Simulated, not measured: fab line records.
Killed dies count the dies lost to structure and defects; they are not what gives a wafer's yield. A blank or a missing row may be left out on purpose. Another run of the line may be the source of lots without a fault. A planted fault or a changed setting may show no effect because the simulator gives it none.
fab line records	flow rit_cmos
[record] lots = 5	wafers = 23
route steps=202 shown NSD@139 SDANNEAL@156 PSD@157 NLDD@160 SILICIDE@162 M1@188
start_h: hours from the record's opening day to when the first of the lot's shown wafers began	wait_h: hours from the lot's prior step to this one	" unchanged from the row above	L1.1+2: one row covering several wafers at once	- no value, or no start was given	* or withheld: withheld	< > ~ a bound
route shown NAME@n: a module of which the file shows steps, and the number in the route of the first	usual: the fault-free wafers' mean and standard deviation	same: alike in all rows	chamber/n: place in a boat	sites: readings site by site	_std_site: their standard deviation	_edge_site: outer sites' mean less inner sites'	radius_mm: how far each site lies from the wafer's centre	mask NAME#n: copy n	behind: the tool/chamber that last shaped the wafer	hold: cause of the lot's hold/its duration in hours/its outcome	device: whichever transistor did not switch (one of n, p or np)	end of line: the route-end tests of the same wafers	a step with no rows: only its recipe	killed: at the first sort, the dies lost to defects and structure; wafer yield is something else	map: dies across one wafer; x = killed, . = not, _ = none there
set.NAME: setting as actually run; set.NAME@STEP: the setting as run at that earlier step	model.NAME: the simulator's own value behind a step, which no gauge read
one table per step and one row per wafer, for lots whose settings were changed on purpose
[[steps]]
[step RIT_NSD_IMPLANT_08]
[recipe] species = P	energy_kev = 25	dose_cm2 = 1e+15	tilt_deg = 7
lot.wafer	tool	chamber	start_h	wait_h	set.tilt_deg
L076.3+4+6	implanter-02	0	57.39	0.1	7
L080.2+3	implanter-01	0	79.72	0.1	7
L080.4+5+6	"	0	"	"	7.271
L082.1+2+3+4+6	implanter-01	0	92.27	0.1	7
L083.1+6	implanter-01	0	97.27	0.1	7.874
L083.2+4+5	"	0	"	"	7
L084.2+4	implanter-03	0	100.22	0.1	7.99
L084.3+5+6	"	0	"	"	7
[step RIT_NSD_STRIP_09]
[recipe] chemistry = O2	time_s = 180	resist = NOVOLAK	platen_temp_c = withheld	power_w = 500	pressure_mtorr = 4000	o2_flow_sccm = 4000
lot.wafer	tool	chamber	start_h	wait_h	set.pressure_mtorr@GATE_CVD_08	model.poly-Si_of_GATE_CVD_08.thk_nm
L076.3	plasma_asher-04	1	57.55	0.1	300	168
L076.4	"	0	"	"	300	171
L076.6	"	1	"	"	300	169.9
L080.2	plasma_asher-02	1	79.85	0.1	311.3	175.4
L080.3	"	0	"	"	311.3	173.3
L080.4	"	1	"	"	311.3	175.3
L080.5	"	0	"	"	311.3	171.7
L080.6	"	1	"	"	311.3	172.8
L082.1	plasma_asher-02	0	92.42	0.1	332.2	183.5
L082.2	"	1	"	"	332.2	182.8
L082.3	"	1	"	"	332.2	181.8
L082.4	"	0	"	"	332.2	183.2
L082.6	"	1	"	"	332.2	183.1
L083.1	plasma_asher-02	0	97.42	0.1	276.5	161.8
L083.2	"	1	"	"	276.5	160.5
L083.4	"	0	"	"	276.5	159.7
L083.5	"	1	"	"	276.5	160.1
L083.6	"	0	"	"	276.5	160.3
L084.2	plasma_asher-03	1	100.34	0.1	264.2	157.4
L084.3	"	0	"	"	264.2	156.1
L084.4	"	1	"	"	264.2	157.2
L084.5	"	1	"	"	264.2	157.3
L084.6	"	0	"	"	264.2	154.6
[step RIT_SDANNEAL_RTA_03]
[recipe] temp_c = 1050	time_s = 5	idle_temp_c = 600	ramp_up_c_per_s = 342	ramp_down_c_per_s = 171	cool_to_c = 600	ambient = N2
lot.wafer	tool	chamber	start_h	wait_h	set.time_s
L076.3+4+6	rtp_anneal-01	0	59.73	0.0	5
L080.2+5	rtp_anneal-01	0	82.00	0.0	5.577
L080.3+4+6	"	0	"	"	5
L082.1+2	rtp_anneal-01	0	94.44	0.0	4.299
L082.3+4+6	"	0	"	"	5
L083.1+2+4+5+6	rtp_anneal-02	0	99.57	0.0	5
L084.2+5	rtp_anneal-01	0	102.97	0.0	4.6
L084.3+4+6	"	0	"	"	5
[step RIT_SDANNEAL_RS_MEAS_04]
[recipe] thk_meas_gauge = four-point-probe
[usual] PSD_RS = 115.9/0.34
lot.wafer	tool	chamber	start_h	wait_h	set.time_s@SDANNEAL_RTA_03	PSD_RS[ohm/sq]
L076.3	film_metro-04	-	59.81	0.1	5	116.0
L076.4	"	-	"	"	5	115.7
L076.6	"	-	"	"	5	116.0
L080.2	film_metro-04	-	82.07	0.1	5.577	114.5
L080.3	"	-	"	"	5	115.9
L080.4	"	-	"	"	5	116.1
L080.5	"	-	"	"	5.577	114.3
L080.6	"	-	"	"	5	115.8
L082.1	film_metro-04	-	94.50	0.0	4.299	117.7
L082.2	"	-	"	"	4.299	118.1
L082.3	"	-	"	"	5	115.8
L082.4	"	-	"	"	5	115.7
L082.6	"	-	"	"	5	115.6
L083.1	film_metro-04	-	99.63	0.0	5	115.5
L083.2	"	-	"	"	5	115.6
L083.4	"	-	"	"	5	115.6
L083.5	"	-	"	"	5	115.5
L083.6	"	-	"	"	5	115.5
L084.2	film_metro-02	-	103.04	0.1	4.6	116.8
L084.3	"	-	"	"	5	115.5
L084.4	"	-	"	"	5	116.1
L084.5	"	-	"	"	4.6	117.0
L084.6	"	-	"	"	5	115.4
[step RIT_SDANNEAL_RS_MEAS_07]
[recipe] thk_meas_gauge = four-point-probe
[usual] NLDD_RS = 151.5/0.44
lot.wafer	tool	chamber	start_h	wait_h	set.dose_cm2@NLDD_IMPLANT_08	NLDD_RS[ohm/sq]
L076.3	film_metro-04	-	60.17	0.1	5e+14	151.3
L076.4	"	-	"	"	5e+14	151.6
L076.6	"	-	"	"	5e+14	151.0
L080.2	film_metro-04	-	82.43	0.1	4.636e+14	161.2
L080.3	"	-	"	"	5e+14	151.5
L080.4	"	-	"	"	5e+14	152.1
L080.5	"	-	"	"	4.636e+14	161.2
L080.6	"	-	"	"	4.636e+14	161.4
L082.1	film_metro-04	-	94.86	0.1	5e+14	151.6
L082.2	"	-	"	"	5e+14	152.0
L082.3	"	-	"	"	5e+14	151.4
L082.4	"	-	"	"	5e+14	151.1
L082.6	"	-	"	"	5e+14	151.6
L083.1	film_metro-04	-	99.99	0.1	5e+14	151.4
L083.2	"	-	"	"	4.831e+14	154.9
L083.4	"	-	"	"	4.831e+14	155.3
L083.5	"	-	"	"	5e+14	151.0
L083.6	"	-	"	"	5e+14	151.4
L084.2	film_metro-02	-	103.40	0.1	5e+14	152.1
L084.3	"	-	"	"	4.794e+14	156.5
L084.4	"	-	"	"	5e+14	151.5
L084.5	"	-	"	"	4.794e+14	156.5
L084.6	"	-	"	"	5e+14	151.7
[step RIT_SILICIDE_SPUTTER_01]
[recipe] material = Ti	target_thk_nm = 30	power_w = 350	chamber_pressure_pa = 0.667	gas = Ar	time_s = 240	substrate_temp_c = 25
lot.wafer	tool	chamber	start_h	wait_h	set.time_s	model.Ti_of_SILICIDE_SPUTTER_01.thk_nm
L076.3	pvd_sputter-03	-	60.26	0.0	240	30.1
L076.4	"	-	"	"	240	29.94
L076.6	"	-	"	"	240	29.81
L080.2+5	pvd_sputter-01	-	82.54	0.0	240	30.52
L080.3	"	-	"	"	258.2	32.8
L080.4	"	-	"	"	258.2	33.14
L080.6	"	-	"	"	240	30.55
L082.1	pvd_sputter-03	-	94.99	0.0	240	30.33
L082.2	"	-	"	"	261.4	32.76
L082.3	"	-	"	"	240	30.11
L082.4	"	-	"	"	261.4	32.89
L082.6	"	-	"	"	240	30.09
L083.1	pvd_sputter-04	-	100.12	0.0	220.8	27.21
L083.2	"	-	"	"	220.8	27.02
L083.4	"	-	"	"	220.8	26.83
L083.5	"	-	"	"	240	29.37
L083.6	"	-	"	"	240	29.47
L084.2	pvd_sputter-04	-	103.51	0.0	252.4	31.12
L084.3	"	-	"	"	252.4	31.34
L084.4	"	-	"	"	240	29.44
L084.5	"	-	"	"	240	29.57
L084.6	"	-	"	"	240	29.59
[step RIT_SILICIDE_RS_MEAS_02]
[recipe] thk_meas_gauge = four-point-probe	reads = Ti_of_SILICIDE_SPUTTER_01
[usual] SILICIDE_TI_RS = 47.9/0.75
lot.wafer	tool	chamber	start_h	wait_h	set.time_s@SILICIDE_SPUTTER_01	SILICIDE_TI_RS[ohm/sq]
L076.3	film_metro-01	-	60.45	0.1	240	47.7
L076.4	"	-	"	"	240	48.0
L076.6	"	-	"	"	240	48.3
L080.2	film_metro-03	-	82.71	0.1	240	47.0
L080.3	"	-	"	"	258.2	42.9
L080.4	"	-	"	"	258.2	42.3
L080.5	"	-	"	"	240	46.8
L080.6	"	-	"	"	240	47.0
L082.1	film_metro-01	-	95.14	0.1	240	47.3
L082.2	"	-	"	"	261.4	42.9
L082.3	"	-	"	"	240	47.7
L082.4	"	-	"	"	261.4	42.6
L082.6	"	-	"	"	240	47.8
L083.1	film_metro-01	-	100.27	0.1	220.8	54.2
L083.2	"	-	"	"	220.8	54.6
L083.4	"	-	"	"	220.8	55.1
L083.5	"	-	"	"	240	49.2
L083.6	"	-	"	"	240	49.0
L084.2	film_metro-03	-	103.68	0.1	252.4	45.8
L084.3	"	-	"	"	252.4	45.5
L084.4	"	-	"	"	240	49.0
L084.5	"	-	"	"	240	48.7
L084.6	"	-	"	"	240	48.7
[step RIT_SILICIDE_THK_MEAS_03]
[recipe] thk_meas_gauge = xrf	reads = Ti_of_SILICIDE_SPUTTER_01
[usual] SILICIDE_TI_THK = 29.5/0.45
lot.wafer	tool	chamber	start_h	wait_h	set.time_s@SILICIDE_SPUTTER_01	SILICIDE_TI_THK[nm]
L076.3	film_metro-01	-	60.55	0.1	240	29.8
L076.4	"	-	"	"	240	29.7
L076.6	"	-	"	"	240	29.4
L080.2	film_metro-03	-	82.82	0.1	240	30.0
L080.3	"	-	"	"	258.2	32.4
L080.4	"	-	"	"	258.2	32.7
L080.5	"	-	"	"	240	30.0
L080.6	"	-	"	"	240	30.1
L082.1	film_metro-01	-	95.26	0.1	240	29.7
L082.2	"	-	"	"	261.4	32.2
L082.3	"	-	"	"	240	29.5
L082.4	"	-	"	"	261.4	32.3
L082.6	"	-	"	"	240	29.5
L083.1	film_metro-01	-	100.39	0.1	220.8	26.5
L083.2	"	-	"	"	220.8	26.4
L083.4	"	-	"	"	220.8	26.3
L083.5	"	-	"	"	240	28.7
L083.6	"	-	"	"	240	28.7
L084.2	film_metro-03	-	103.79	0.1	252.4	30.5
L084.3	"	-	"	"	252.4	30.7
L084.4	"	-	"	"	240	28.9
L084.5	"	-	"	"	240	29.0
L084.6	"	-	"	"	240	29.0
[step RIT_M1_COAT_04]
[recipe] resist = NOVOLAK	spin_rpm = 2000	resist_thk_nm = 1300
lot.wafer	tool	chamber	start_h	wait_h	set.resist_thk_nm	model.NOVOLAK_of_M1_COAT_04.thk_nm
L076.3+4	litho_track-01	0	63.92	0.1	1300	1302
L076.6	"	0	"	"	1300	1298
L080.2	litho_track-04	0	85.94	0.1	1300	1305
L080.3+5	"	0	"	"	1333	1335
L080.4	"	0	"	"	1333	1336
L080.6	"	0	"	"	1300	1303
L082.1+3	litho_track-03	0	98.54	0.1	1300	1306
L082.2	"	0	"	"	1300	1303
L082.4	"	0	"	"	1328	1334
L082.6	"	0	"	"	1328	1335
L083.1	litho_track-04	0	103.82	0.1	1300	1307
L083.2	"	0	"	"	1300	1306
L083.4	"	0	"	"	1373	1383
L083.5	"	0	"	"	1300	1309
L083.6	"	0	"	"	1373	1384
L084.2+5	litho_track-03	0	107.04	0.1	1300	1303
L084.3	"	0	"	"	1230	1230
L084.4	"	0	"	"	1300	1300
L084.6	"	0	"	"	1230	1232
[step RIT_M1_SOFTBAKE_05]
[recipe] resist = NOVOLAK	temp_c = 90	time_s = 60
[step RIT_M1_EXPOSE_06]
[recipe] mask_id = M12	na = 0.6	source_shape = conventional	sigma_outer = 0.5	target_cd_nm = 2600	dose_mj = 250
[step RIT_M1_PEB_07]
[recipe] resist = NOVOLAK	temp_c = withheld	time_s = withheld
[step RIT_M1_DEVELOP_08]
[recipe] resist = NOVOLAK	develop_time_s = 68	dev_temp_c = 23
[step RIT_M1_CD_MEAS_09]
[recipe] target_cd_nm = 2600
[usual] cd_nm = 2599.7/1.7
lot.wafer	tool	chamber	start_h	wait_h	set.resist_thk_nm@M1_COAT_04	cd_nm
L076.3	cd_sem-02	-	64.64	-	1300	2598.8
L076.4	"	-	"	"	1300	2599.3
L076.6	"	-	"	"	1300	2597.9
L080.2	cd_sem-02	-	86.79	-	1300	2600.0
L080.3	"	-	"	"	1333	2602.6
L080.4	"	-	"	"	1333	2604.5
L080.5	"	-	"	"	1333	2601.6
L080.6	"	-	"	"	1300	2600.4
L082.1	cd_sem-02	-	99.27	-	1300	2600.5
L082.2	"	-	"	"	1300	2597.7
L082.3	"	-	"	"	1300	2600.2
L082.4	"	-	"	"	1328	2600.9
L082.6	"	-	"	"	1328	2600.6
L083.1	cd_sem-02	-	104.68	-	1300	2599.7
L083.2	"	-	"	"	1300	2600.4
L083.4	"	-	"	"	1373	2605.9
L083.5	"	-	"	"	1300	2598.5
L083.6	"	-	"	"	1373	2605.9
L084.2	cd_sem-02	-	107.89	-	1300	2602.1
L084.3	"	-	"	"	1230	2595.0
L084.4	"	-	"	"	1300	2604.8
L084.5	"	-	"	"	1300	2599.8
L084.6	"	-	"	"	1230	2596.2
[step RIT_M1_HARDBAKE_11]
[recipe] resist = NOVOLAK	temp_c = 140	time_s = 120
lot.wafer	tool	chamber	start_h	wait_h	set.resist_thk_nm@M1_COAT_04	model.NOVOLAK_of_M1_COAT_04.thk_nm
L076.3	litho_track-04	0	64.84	0.1	1300	1138
L076.4	"	0	"	"	1300	1139
L076.6	"	0	"	"	1300	1135
L080.2	litho_track-01	0	86.96	0.1	1300	1141
L080.3+5	"	0	"	"	1333	1167
L080.4	"	0	"	"	1333	1168
L080.6	"	0	"	"	1300	1139
L082.1+3	litho_track-04	0	99.47	0.1	1300	1142
L082.2	"	0	"	"	1300	1140
L082.4	"	0	"	"	1328	1166
L082.6	"	0	"	"	1328	1167
L083.1	litho_track-04	0	104.83	0.0	1300	1143
L083.2	"	0	"	"	1300	1142
L083.4+6	"	0	"	"	1373	1209
L083.5	"	0	"	"	1300	1145
L084.2+5	litho_track-01	0	108.06	0.1	1300	1140
L084.3	"	0	"	"	1230	1077
L084.4	"	0	"	"	1300	1137
L084.6	"	0	"	"	1230	1079
[step RIT_M1_METAL_ETCH_12]
[recipe] stop_on = SiO2	chemistry = Cl2/BCl3	target = Al	time_s = 165	over_etch_frac = 0.5	pressure_mtorr = 100	target_depth_a = 6000	rf_w = 250	Cl2_flow_sccm = 60	bcl3_flow_sccm = 50
lot.wafer	tool	chamber	start_h	wait_h	set.resist_thk_nm@M1_COAT_04	model.NOVOLAK_of_M1_COAT_04.thk_nm
L076.3	rie_metal-01	0	65.06	0.2	1300	813.6
L076.4	"	1	"	"	1300	810.1
L076.6	"	0	"	"	1300	811.7
L080.2	rie_metal-02	1	87.17	0.2	1300	806.6
L080.3	"	1	"	"	1333	830.4
L080.4	"	0	"	"	1333	838.1
L080.5	"	0	"	"	1333	836.6
L080.6	"	1	"	"	1300	804.4
L082.1	rie_metal-01	0	99.72	0.2	1300	818.1
L082.2	"	1	"	"	1300	806.3
L082.3	"	0	"	"	1300	817.9
L082.4	"	1	"	"	1328	835
L082.6	"	1	"	"	1328	834.1
L083.1	rie_metal-02	0	105.08	0.2	1300	813.6
L083.2	"	1	"	"	1300	808.7
L083.4	"	1	"	"	1373	875.8
L083.5	"	0	"	"	1300	815.5
L083.6	"	1	"	"	1373	874
L084.2	rie_metal-03	1	108.27	0.2	1300	807.4
L084.3	"	0	"	"	1230	748.5
L084.4	"	1	"	"	1300	808.6
L084.5	"	1	"	"	1300	811.5
L084.6	"	0	"	"	1230	751.8
[step RIT_M1_STRIP_13]
[recipe] chemistry = nmp	resist = NOVOLAK	temp_c = 80	time_s = 600	dry = n2_spin
lot.wafer	tool	chamber	start_h	wait_h	set.time_s
L076.3+4+6	wet_bench-03	2	65.17	0.1	600
L080.2+3+4+5+6	-	-	-	0.1	684.8
L082.1+2+3+4+6	-	-	-	0.1	675.7
L083.1+2+4+5+6	-	-	-	0.1	525.5
L084.2+3+4+5+6	-	-	-	0.1	600
[step RIT_M1_STRIP_14]
[recipe] chemistry = O2	time_s = 180	platen_temp_c = withheld	power_w = 500	pressure_mtorr = 4000	o2_flow_sccm = 4000
[step RIT_M1_CD_MEAS_90]
[recipe] target_cd_nm = 2600
[usual] cd_nm = 2599.3/1.8
lot.wafer	tool	chamber	start_h	wait_h	set.resist_thk_nm@M1_COAT_04	cd_nm
L076.3	cd_sem-02	-	65.59	0.1	1300	2598.7
L076.4	"	-	"	"	1300	2598.4
L076.6	"	-	"	"	1300	2599.2
L080.2	cd_sem-01	-	87.71	0.1	1300	2598.8
L080.3	"	-	"	"	1333	2600.1
L080.4	"	-	"	"	1333	2602.7
L080.5	"	-	"	"	1333	2600.3
L080.6	"	-	"	"	1300	2599.1
L082.1	cd_sem-02	-	100.23	0.1	1300	2601.5
L082.2	"	-	"	"	1300	2598.9
L082.3	"	-	"	"	1300	2601.2
L082.4	"	-	"	"	1328	2602.1
L082.6	"	-	"	"	1328	2600.5
L083.1	cd_sem-02	-	105.59	0.1	1300	2600.0
L083.2	"	-	"	"	1300	2599.9
L083.4	"	-	"	"	1373	2604.5
L083.5	"	-	"	"	1300	2598.6
L083.6	"	-	"	"	1373	2604.9
L084.2	cd_sem-01	-	108.80	0.1	1300	2599.8
L084.3	"	-	"	"	1230	2594.0
L084.4	"	-	"	"	1300	2603.8
L084.5	"	-	"	"	1300	2599.1
L084.6	"	-	"	"	1230	2594.7
[[key]]
[split] step = RIT_NSD_IMPLANT_08	setting = tilt_deg	stated = 7	by = wafer
response none clear
[split] step = RIT_SDANNEAL_RTA_03	setting = time_s	stated = 5	by = wafer
[response] step = RIT_SDANNEAL_RS_MEAS_04	reading = PSD_RS	change = -0.149	per = 1%	r = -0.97
[split] step = RIT_SILICIDE_SPUTTER_01	setting = time_s	stated = 240	by = wafer
[response] step = RIT_SILICIDE_SPUTTER_01	reading = model.Ti_of_SILICIDE_SPUTTER_01.thk_nm	change = +0.308	per = 1%	r = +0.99
[response] step = RIT_SILICIDE_RS_MEAS_02	reading = SILICIDE_TI_RS	change = -0.6	per = 1%	r = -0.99
[response] step = RIT_SILICIDE_THK_MEAS_03	reading = SILICIDE_TI_THK	change = +0.308	per = 1%	r = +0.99
[split] step = RIT_M1_COAT_04	setting = resist_thk_nm	stated = 1300	by = wafer
[response] step = RIT_M1_COAT_04	reading = model.NOVOLAK_of_M1_COAT_04.thk_nm	change = +13.3	per = 1%	r = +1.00
[response] step = RIT_M1_CD_MEAS_09	reading = cd_nm	change = +1.13	per = 1%	r = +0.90
[response] step = RIT_M1_HARDBAKE_11	reading = model.NOVOLAK_of_M1_COAT_04.thk_nm	change = +11.5	per = 1%	r = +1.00
[response] step = RIT_M1_METAL_ETCH_12	reading = model.NOVOLAK_of_M1_COAT_04.thk_nm	change = +11	per = 1%	r = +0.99
[response] step = RIT_M1_CD_MEAS_90	reading = cd_nm	change = +1	per = 1%	r = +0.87
[split] step = RIT_M1_STRIP_13	setting = time_s	stated = 600	by = lot
response none clear
split outside_this_file step=RIT_GATE_CVD_08 setting=pressure_mtorr
split outside_this_file step=RIT_NLDD_IMPLANT_08 setting=dose_cm2
// split outside_this_file: this setting was split too, and the file shows its column; the key of that split is in another file
